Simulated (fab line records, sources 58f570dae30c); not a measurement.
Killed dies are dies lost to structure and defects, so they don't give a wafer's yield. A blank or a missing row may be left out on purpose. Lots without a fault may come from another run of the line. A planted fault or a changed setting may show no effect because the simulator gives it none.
fab line records | flow berkeley_cmos170 | part 1 of 2: steps 1 to 27 of 42
record lots=5 wafers=15 last_day=12
route steps=331 shown ACTIVE@60 PFIELD@79 FIELD@89 SACOX@97 SCREENOX@100
lots that met no fault: from a run of the same line without faults
start_h: hours from the record's first day to the start of the lot's first wafer shown | wait_h: hours since the lot's step before | " the same as in the row above | L1.1+2: a row that stands for several wafers | - no value, or no start given | * or withheld: withheld | < > ~ a bound
route shown NAME@n: a module of which the file shows steps, and the number in the route of the first | usual: mean/standard deviation of fault-free wafers | same: alike in all rows | chamber/n: place in a boat | sites: the reading at each site | _std_site: their standard deviation | _edge_site: outer sites' mean less inner sites' | radius_mm: how far each site lies from the wafer's centre | mask NAME#n: copy n | behind: the tool/chamber that last shaped the wafer | hold: why the lot was held/for how many hours/how that ended | device: the transistor (n, p or np) that didn't switch | end of line: the same wafers' tests at the end of the route | a step without rows: its recipe alone | killed: dies lost to structure and defects at the first sort, not the wafer's yield | map: a wafer's dies, x killed, . not, _ none there
set.NAME: the setting as run; set.NAME@STEP: as run at that earlier step | model.NAME: the simulator's own value behind a step, which no gauge read
lots at some steps of the route; a table a step, a row a wafer
services: from which hour (start_h, from the record's first day; less than 0 if before it) a tool's chamber was out of use, for how many hours, and why
## steps
# step UCB170_ACTIVE_CLEAN_00
# recipe chemistry=SPM temp_c=120 time_s=600
# columns lot.wafer tool chamber start_h wait_h
L074.2+3+5 wet_bench-04 2 80.55 0.0
L078.2+5+6 wet_bench-04 2 93.86 0.0
L082.1+3+5 wet_bench-04 3 123.56 0.1
L095.2+3+5 wet_bench-01 0 177.10 0.0
L096.1+4+5 wet_bench-02 0 182.23 0.2
# step UCB170_ACTIVE_CLEAN_01
# recipe chemistry=dHF dilution=25:1 time_s=60
# columns lot.wafer tool chamber start_h wait_h
L074.2+3+5 wet_bench-04 0 80.74 0.0
L078.2+5+6 wet_bench-01 1 94.21 0.0
L082.1+3+5 wet_bench-04 3 123.91 0.2
L095.2+3+5 wet_bench-02 1 177.28 0.0
L096.1+4+5 wet_bench-01 0 182.47 0.1
# step UCB170_ACTIVE_OXIDATION_02
# recipe temp_c=1000 ambient=O2 target_thk_a=264 ox_time_s=1260
# columns lot.wafer tool chamber start_h wait_h
L074.2+3+5 furnace-02 0 85.66 4.9
L078.2+5+6 furnace-02 0 99.95 5.7
L082.1+3+5 furnace-02 0 127.70 3.8
L095.2+3+5 furnace-04 0 181.13 3.8
L096.1+4+5 furnace-04 0 186.98 4.5
# step UCB170_ACTIVE_THK_MEAS_03
# recipe reads=SiO2_of_ACTIVE_OXIDATION_02
# usual ACTIVE_OXIDE_THK=26.2/0.52
# columns lot.wafer tool chamber start_h wait_h ACTIVE_OXIDE_THK[nm]
L074.2 film_metro-03 - 87.02 0.0 26.1
L074.3 " - " " 26.1
L074.5 " - " " 26.4
L078.2 film_metro-03 - 101.31 0.0 27.1
L078.5 " - " " 26.9
L078.6 " - " " 26.9
L082.1 film_metro-02 - 129.05 0.0 25.8
L082.3 " - " " 25.9
L082.5 " - " " 25.9
L095.2 film_metro-03 - 182.49 0.0 27.0
L095.3 " - " " 27.2
L095.5 " - " " 27.3
L096.1 film_metro-03 - 188.33 0.0 26.2
L096.4 " - " " 26.3
L096.5 " - " " 26.4
# step UCB170_ACTIVE_ANNEAL_04
# recipe temp_c=1000 time_s=900 ambient=N2
# columns lot.wafer tool chamber start_h wait_h
L074.2+3+5 furnace-02 0 91.51 4.5
L078.2+5+6 furnace-04 0 107.03 5.7
L082.1+3+5 furnace-02 0 135.05 6.0
L095.2+3+5 furnace-02 0 187.46 5.0
L096.1+4+5 furnace-04 0 191.33 3.0
# step UCB170_ACTIVE_CVD_05
# recipe material=Si3N4 target_thk_nm=220 temp_c=800 precursor=SiH2Cl2/NH3 time_s=3300 pressure_mtorr=200 sih2cl2_flow_sccm=25 nh3_flow_sccm=75
# columns lot.wafer tool chamber start_h wait_h
L074.2+3+5 lpcvd-02 0 92.76 0.0
L078.2+5+6 lpcvd-01 1 108.28 0.0
L082.1+3+5 lpcvd-02 0 136.30 0.0
L095.2+3+5 lpcvd-01 1 188.71 0.0
L096.1+4+5 lpcvd-02 0 192.58 0.0
# step UCB170_ACTIVE_THK_MEAS_06
# recipe reads=Si3N4_of_ACTIVE_CVD_05
# usual ACTIVE_NITRIDE_THK=221.0/2.2
# columns lot.wafer tool chamber start_h wait_h ACTIVE_NITRIDE_THK[nm]
L074.2 film_metro-01 - 94.69 0.0 217.1
L074.3 " - " " 219.4
L074.5 " - " " 218.0
L078.2 film_metro-02 - 110.21 0.0 221.3
L078.5 " - " " 223.4
L078.6 " - " " 223.5
L082.1 film_metro-03 - 138.21 0.0 223.3
L082.3 " - " " 223.3
L082.5 " - " " 222.0
L095.2 film_metro-01 - 190.64 0.0 224.3
L095.3 " - " " 226.6
L095.5 " - " " 224.7
L096.1 film_metro-03 - 194.49 0.0 220.5
L096.4 " - " " 219.2
L096.5 " - " " 220.8
# step UCB170_ACTIVE_HMDS_07
# recipe prime_time_s=60 prime_temp_c=100
# usual resist_line_temp_C=23.02/0.11
# columns lot.wafer tool chamber start_h wait_h resist_line_temp_C
L074.2 litho_track-03 0 94.76 0.1 23.08
L074.3 " 0 " " 22.96
L074.5 " 0 " " 23.11
L078.2 litho_track-04 0 110.28 0.1 22.86
L078.5 " 0 " " 22.84
L078.6 " 0 " " 22.92
L082.1 litho_track-02 0 138.27 0.1 22.97
L082.3 " 0 " " 23.14
L082.5 " 0 " " 22.92
L095.2 litho_track-02 0 190.72 0.1 23.02
L095.3 " 0 " " 22.98
L095.5 " 0 " " 23.00
L096.1 litho_track-04 0 194.94 0.4 23.14
L096.4 " 0 " " 23.05
L096.5 " 0 " " 23.09
# step UCB170_ACTIVE_COAT_08
# recipe resist=KrF spin_rpm=1500 resist_thk_nm=900
# usual dispense_pressure_kPa=50.5/2 resist_line_temp_C=22.99/0.11
# columns lot.wafer tool chamber start_h wait_h dispense_pressure_kPa resist_line_temp_C
L074.2 litho_track-03 0 94.91 0.1 52.0 22.92
L074.3 " 0 " " 52.1 23.02
L074.5 " 0 " " 52.1 23.10
L078.2 litho_track-04 0 110.43 0.1 47.9 22.93
L078.5 " 0 " " 47.9 23.11
L078.6 " 0 " " 47.9 23.16
L082.1 litho_track-02 0 138.42 0.1 52.0 22.95
L082.3 " 0 " " 52.0 22.89
L082.5 " 0 " " 52.0 22.79
L095.2 litho_track-02 0 190.87 0.1 52.0 23.17
L095.3 " 0 " " 52.0 23.08
L095.5 " 0 " " 52.0 23.16
L096.1 litho_track-04 0 195.09 0.1 47.9 23.05
L096.4 " 0 " " 47.9 22.88
L096.5 " 0 " " 47.9 22.86
# step UCB170_ACTIVE_SOFTBAKE_09
# recipe resist=KrF temp_c=130 time_s=60
# usual resist_line_temp_C=23.01/0.095
# columns lot.wafer tool chamber start_h wait_h resist_line_temp_C
L074.2 litho_track-03 0 95.06 0.1 22.91
L074.3 " 0 " " 22.89
L074.5 " 0 " " 22.98
L078.2 litho_track-04 0 110.58 0.1 22.85
L078.5 " 0 " " 22.97
L078.6 " 0 " " 22.88
L082.1 litho_track-02 0 138.57 0.1 22.96
L082.3 " 0 " " 22.94
L082.5 " 0 " " 22.96
L095.2 litho_track-02 0 191.02 0.1 22.96
L095.3 " 0 " " 22.75
L095.5 " 0 " " 22.86
L096.1 litho_track-04 0 195.24 0.1 23.10
L096.4 " 0 " " 23.01
L096.5 " 0 " " 23.09
# step UCB170_ACTIVE_EXPOSE_10
# recipe mask_id=ACTIVE target_cd_nm=1200 na=0.5 sigma_outer=0.6 source_shape=conventional dose_mj=20
# same sigma_outer=0.6
# columns lot.wafer tool chamber start_h wait_h mask
L074.2+3+5 krf_scanner-01 0 95.21 0.1 ACTIVE#0
L078.2+5+6 krf_scanner-02 0 110.85 0.2 ACTIVE#0
L082.1+3+5 krf_scanner-01 0 138.97 0.4 ACTIVE#0
L095.2+3+5 krf_scanner-02 0 191.17 0.1 ACTIVE#0
L096.1+4+5 krf_scanner-01 0 195.39 0.1 ACTIVE#0
# step UCB170_ACTIVE_PEB_11
# recipe peb_temp_c=130 peb_time_s=withheld resist=KrF
# usual resist_line_temp_C=23.00/0.11
# columns lot.wafer tool chamber start_h wait_h resist_line_temp_C
L074.2 litho_track-04 0 95.33 0.1 22.96
L074.3 " 0 " " 23.02
L074.5 " 0 " " 23.29
L078.2 litho_track-02 0 111.23 0.4 22.93
L078.5 " 0 " " 22.89
L078.6 " 0 " " 22.87
L082.1 litho_track-02 0 139.12 0.1 23.13
L082.3 " 0 " " 22.86
L082.5 " 0 " " 22.94
L095.2 litho_track-02 0 191.62 0.4 22.87
L095.3 " 0 " " 22.84
L095.5 " 0 " " 22.86
L096.1 litho_track-03 0 195.83 0.4 22.87
L096.4 " 0 " " 22.81
L096.5 " 0 " " 22.84
# step UCB170_ACTIVE_DEVELOP_12
# recipe developer=TMAH develop_time_s=45 resist=KrF dev_temp_c=21
# usual resist_line_temp_C=23.02/0.11
# columns lot.wafer tool chamber start_h wait_h resist_line_temp_C
L074.2 litho_track-04 0 - - 23.01
L074.3 " 0 " " 22.93
L074.5 " 0 " " 22.97
L078.2 litho_track-02 0 - - 23.00
L078.5 " 0 " " 23.07
L078.6 " 0 " " 23.02
L082.1 litho_track-02 0 - - 23.13
L082.3 " 0 " " 23.17
L082.5 " 0 " " 23.22
L095.2 litho_track-02 0 - - 22.89
L095.3 " 0 " " 22.99
L095.5 " 0 " " 22.87
L096.1 litho_track-03 0 - - 22.76
L096.4 " 0 " " 22.78
L096.5 " 0 " " 22.84
# step UCB170_ACTIVE_CD_MEAS_13
# recipe target_cd_nm=1200
# usual cd_nm=1199.4/1.1
# columns lot.wafer tool chamber start_h wait_h cd_nm
L074.2 cd_sem-02 - 95.60 - 1200.2
L074.3 " - " " 1200.0
L074.5 " - " " 1199.3
L078.2 cd_sem-02 - 111.50 - 1199.4
L078.5 " - " " 1198.4
L078.6 " - " " 1197.4
L082.1 cd_sem-01 - 139.39 - 1197.5
L082.3 " - " " 1199.7
L082.5 " - " " 1199.8
L095.2 cd_sem-01 - 191.89 - 1200.5
L095.3 " - " " 1200.3
L095.5 " - " " 1198.9
L096.1 cd_sem-02 - 196.11 - 1200.7
L096.4 " - " " 1200.5
L096.5 " - " " 1198.6
# step UCB170_ACTIVE_OVL_MEAS_14
# usual ACTIVE_OVL=-2/5.3
# columns lot.wafer tool chamber start_h wait_h ACTIVE_OVL[nm]
L074.2 overlay-01 - 95.71 0.1 2
L074.3 " - " " -5
L074.5 " - " " -7
L078.2 overlay-02 - 111.60 0.1 -1
L078.5 " - " " -5
L078.6 " - " " 1
L082.1 overlay-01 - 139.51 0.1 -2
L082.3 " - " " -6
L082.5 " - " " -1
L095.2 overlay-01 - 191.99 0.1 -2
L095.3 " - " " -1
L095.5 " - " " 7
L096.1 overlay-01 - 196.23 0.1 7
L096.4 " - " " 3
L096.5 " - " " 8
# step UCB170_ACTIVE_ETCH_15
# recipe chemistry=CH3F/Ar/O2 target=Si3N4 stop_on=SiO2 CH3F_flow_sccm=20 Ar_flow_sccm=50 O2_flow_sccm=7 pressure_mtorr=50 rf_w=450 target_depth_a=2420 over_etch_frac=0.1 time_s=151
# usual chamber_pressure_mTorr=50.00/0.049 drypump_motor_current_A=5.7/0.42 oes_product_au=0.943/0.012 throttle_valve_pct=8.12/0.11
# columns lot.wafer tool chamber start_h wait_h chamber_pressure_mTorr drypump_motor_current_A oes_product_au rf_hours_counter_h throttle_valve_pct
L074.2 rie_diel-03 1 95.74 0.0 49.99 5.7 0.927 9 8.23
L074.3 " 3 " " 49.98 6.2 0.959 17 8.26
L074.5 " 1 " " 49.97 5.8 0.929 - 8.22
L078.2 rie_diel-04 3 111.63 0.0 50.06 6.0 0.955 105 8.15
L078.5 " 1 " " 50.07 5.6 0.937 - 8.01
L078.6 " 0 " " 49.92 5.7 0.933 - 8.01
L082.1 rie_diel-03 1 139.55 0.0 49.97 5.7 0.944 11 8.23
L082.3 " 0 " " 50.03 5.6 0.944 1 8.01
L082.5 " 1 " " 49.94 5.7 0.935 - 8.23
L095.2 rie_diel-02 2 192.02 0.0 50.03 5.8 0.931 34 7.97
L095.3 " 3 " " 49.96 6.1 0.944 22 8.11
L095.5 " 2 " " 50.00 5.8 0.932 - 7.99
L096.1 rie_diel-03 3 196.26 0.0 49.97 6.2 0.950 22 8.25
L096.4 " 0 " " 50.06 5.5 0.937 3 8.01
L096.5 " 2 " " 49.97 4.8 0.932 - 8.29
# step UCB170_ACTIVE_STRIP_16
# recipe chemistry=O2 power_w=400 pressure_mtorr=3500 platen_temp_c=withheld o2_flow_sccm=400 overash_fraction=0.5
# usual chamber_pressure_mTorr=3500/3.4 drypump_motor_current_A=5.8/0.45 oes_product_au=0.721/0.0041 strip_time_to_endpoint_s=18.09/0.1
# columns lot.wafer tool chamber start_h wait_h chamber_pressure_mTorr drypump_motor_current_A oes_product_au rf_hours_counter_h strip_time_to_endpoint_s
L074.2 plasma_asher-04 1 95.84 0.1 3500 5.5 0.728 31 18.09
L074.3 " 0 " " 3493 5.5 0.727 - 18.00
L074.5 " 1 " " 3500 5.5 0.728 - 18.05
L078.2 plasma_asher-03 1 111.74 0.1 3502 5.9 0.718 37 18.25
L078.5 " 1 " " 3498 5.9 0.726 - 18.06
L078.6 " 0 " " 3498 5.6 0.719 - 18.15
L082.1 plasma_asher-01 0 139.65 0.1 3499 6.7 0.732 2 18.03
L082.3 " 0 " " 3500 6.7 0.724 - 18.00
L082.5 " 0 " " 3494 6.7 0.719 - 17.99
L095.2 plasma_asher-03 0 192.12 0.1 3496 5.6 0.725 47 18.00
L095.3 " 0 " " 3501 5.6 0.721 - 18.06
L095.5 " 0 " " 3502 5.7 0.728 - 17.97
L096.1 plasma_asher-01 1 196.36 0.1 3504 5.5 0.721 8 18.15
L096.4 " 0 " " 3498 6.7 0.727 - 18.11
L096.5 " 1 " " 3500 5.6 0.718 - 18.16
# step UCB170_ACTIVE_CD_MEAS_90
# recipe target_cd_nm=1200
# usual cd_nm=1199.4/1.1
# columns lot.wafer tool chamber start_h wait_h cd_nm
L074.2 cd_sem-02 - 95.96 0.1 1200.4
L074.3 " - " " 1200.5
L074.5 " - " " 1199.8
L078.2 cd_sem-02 - 111.85 0.1 1199.2
L078.5 " - " " 1198.6
L078.6 " - " " 1197.7
L082.1 cd_sem-01 - 139.82 0.1 1198.0
L082.3 " - " " 1199.7
L082.5 " - " " 1199.7
L095.2 cd_sem-02 - 192.24 0.1 1200.4
L095.3 " - " " 1200.4
L095.5 " - " " 1198.2
L096.1 cd_sem-01 - 196.46 0.1 1200.3
L096.4 " - " " 1200.8
L096.5 " - " " 1199.2
# step UCB170_ACTIVE_CLEAN_17
# recipe chemistry=SPM temp_c=120 time_s=600
# columns lot.wafer tool chamber start_h wait_h
L074.2+3+5 wet_bench-04 1 96.06 0.1
L078.2+5+6 wet_bench-01 2 111.95 0.1
L082.1+3+5 wet_bench-04 0 139.94 0.1
L095.2+3+5 wet_bench-01 0 192.34 0.1
L096.1+4+5 wet_bench-04 1 199.66 3.2
# step UCB170_PFIELD_HMDS_00
# recipe prime_time_s=60 prime_temp_c=100
# usual resist_line_temp_C=23.02/0.11
# columns lot.wafer tool chamber start_h wait_h resist_line_temp_C
L074.2 litho_track-02 0 96.49 0.1 23.20
L074.3 " 0 " " 23.05
L074.5 " 0 " " 23.06
L078.2 litho_track-01 0 112.15 0.0 22.95
L078.5 " 0 " " 23.01
L078.6 " 0 " " 23.05
L082.1 litho_track-04 0 140.21 0.1 22.97
L082.3 " 0 " " 23.08
L082.5 " 0 " " 23.01
L095.2 litho_track-02 0 193.34 0.8 23.11
L095.3 " 0 " " 23.03
L095.5 " 0 " " 23.09
L096.1 litho_track-04 0 199.84 0.0 22.97
L096.4 " 0 " " 22.95
L096.5 " 0 " " 22.97
# step UCB170_PFIELD_COAT_01
# recipe resist=KrF spin_rpm=1500 resist_thk_nm=900
# usual dispense_pressure_kPa=51.4/2.2 resist_line_temp_C=23.01/0.11
# columns lot.wafer tool chamber start_h wait_h dispense_pressure_kPa resist_line_temp_C
L074.2 litho_track-02 0 96.64 0.1 52.0 23.09
L074.3 " 0 " " 51.9 22.91
L074.5 " 0 " " 52.0 23.07
L078.2 litho_track-01 0 112.30 0.1 53.8 22.88
L078.5 " 0 " " 53.8 23.06
L078.6 " 0 " " 53.8 22.94
L082.1 litho_track-04 0 140.36 0.1 47.9 23.00
L082.3 " 0 " " 47.9 22.93
L082.5 " 0 " " 47.9 22.95
L095.2 litho_track-02 0 193.49 0.1 52.0 22.94
L095.3 " 0 " " 52.0 22.98
L095.5 " 0 " " 52.1 23.17
L096.1 litho_track-04 0 199.99 0.1 47.9 23.09
L096.4 " 0 " " 47.9 22.90
L096.5 " 0 " " 47.9 23.15
# step UCB170_PFIELD_SOFTBAKE_02
# recipe resist=KrF temp_c=130 time_s=60
# usual resist_line_temp_C=23.02/0.1
# columns lot.wafer tool chamber start_h wait_h resist_line_temp_C
L074.2 litho_track-02 0 96.79 0.1 23.03
L074.3 " 0 " " 22.99
L074.5 " 0 " " 23.07
L078.2 litho_track-01 0 112.45 0.1 23.09
L078.5 " 0 " " 23.02
L078.6 " 0 " " 23.02
L082.1 litho_track-04 0 140.51 0.1 23.06
L082.3 " 0 " " 23.19
L082.5 " 0 " " 23.12
L095.2 litho_track-02 0 193.64 0.1 23.03
L095.3 " 0 " " 23.00
L095.5 " 0 " " 22.87
L096.1 litho_track-04 0 200.14 0.1 23.08
L096.4 " 0 " " 23.12
L096.5 " 0 " " 22.96
# step UCB170_PFIELD_EXPOSE_03
# recipe mask_id=PFIELD na=0.5 sigma_outer=0.6 source_shape=conventional target_cd_nm=1500 dose_mj=30
# same sigma_outer=0.6
# columns lot.wafer tool chamber start_h wait_h mask
L074.2+3+5 krf_scanner-02 0 97.26 0.4 PFIELD#0
L078.2+5+6 krf_scanner-01 0 112.72 0.2 PFIELD#0
L082.1+3+5 krf_scanner-01 0 140.88 0.3 PFIELD#0
L095.2+3+5 krf_scanner-02 0 193.78 0.1 PFIELD#0
L096.1+4+5 krf_scanner-02 0 200.41 0.2 PFIELD#0
# step UCB170_PFIELD_PEB_04
# recipe peb_temp_c=130 peb_time_s=withheld resist=KrF
# usual resist_line_temp_C=22.99/0.088
# columns lot.wafer tool chamber start_h wait_h resist_line_temp_C
L074.2 litho_track-02 0 97.38 0.1 22.90
L074.3 " 0 " " 23.04
L074.5 " 0 " " 23.09
L078.2 litho_track-01 0 113.05 0.3 22.88
L078.5 " 0 " " 22.98
L078.6 " 0 " " 23.07
L082.1 litho_track-04 0 141.66 0.8 23.01
L082.3 " 0 " " 23.04
L082.5 " 0 " " 23.12
L095.2 litho_track-01 0 194.65 0.8 22.84
L095.3 " 0 " " 22.97
L095.5 " 0 " " 22.99
L096.1 litho_track-01 0 200.53 0.1 23.09
L096.4 " 0 " " 23.09
L096.5 " 0 " " 23.12
# step UCB170_PFIELD_DEVELOP_05
# recipe developer=TMAH develop_time_s=45 resist=KrF dev_temp_c=21
# usual resist_line_temp_C=22.98/0.1
# columns lot.wafer tool chamber start_h wait_h resist_line_temp_C
L074.2 litho_track-02 0 - - 23.05
L074.3 " 0 " " 23.18
L074.5 " 0 " " 23.18
L078.2 litho_track-01 0 - - 23.05
L078.5 " 0 " " 23.03
L078.6 " 0 " " 23.03
L082.1 litho_track-04 0 - - 23.17
L082.3 " 0 " " 23.07
L082.5 " 0 " " 23.15
L095.2 litho_track-01 0 - - 23.16
L095.3 " 0 " " 22.96
L095.5 " 0 " " 23.05
L096.1 litho_track-01 0 - - 22.87
L096.4 " 0 " " 22.95
L096.5 " 0 " " 22.97
# step UCB170_PFIELD_OVL_MEAS_06
# usual PFIELD_OVL=-2/5.4
# columns lot.wafer tool chamber start_h wait_h PFIELD_OVL[nm]
L074.2 overlay-01 - 97.63 - 10
L074.3 " - " " -3
L074.5 " - " " 2
L078.2 overlay-01 - 113.31 - -9
L078.5 " - " " -9
L078.6 " - " " -12
L082.1 overlay-02 - 141.94 - -2
L082.3 " - " " 2
L082.5 " - " " -3
L095.2 overlay-02 - 194.91 - -3
L095.3 " - " " 3
L095.5 " - " " 4
L096.1 overlay-01 - 200.81 - 3
L096.4 " - " " 1
L096.5 " - " " 3
# step UCB170_PFIELD_IMPLANT_07
# recipe species=B dose_cm2=2e+13 energy_kev=80 tilt_deg=7
# usual faraday_current_uA=63.4/1.4
# columns lot.wafer tool chamber start_h wait_h faraday_current_uA
L074.2 implanter-03 0 97.69 0.0 64.8
L074.3 " 0 " " 62.6
L074.5 " 0 " " 64.5
L078.2 implanter-01 0 113.37 0.0 64.9
L078.5 " 0 " " 63.2
L078.6 " 0 " " 62.7
L082.1 implanter-04 0 141.97 0.0 64.2
L082.3 " 0 " " 64.0
L082.5 " 0 " " 63.3
L095.2 implanter-01 0 194.96 0.0 62.9
L095.3 " 0 " " 65.2
L095.5 " 0 " " 61.7
L096.1 implanter-01 0 200.84 0.0 63.4
L096.4 " 0 " " 63.7
L096.5 " 0 " " 65.2
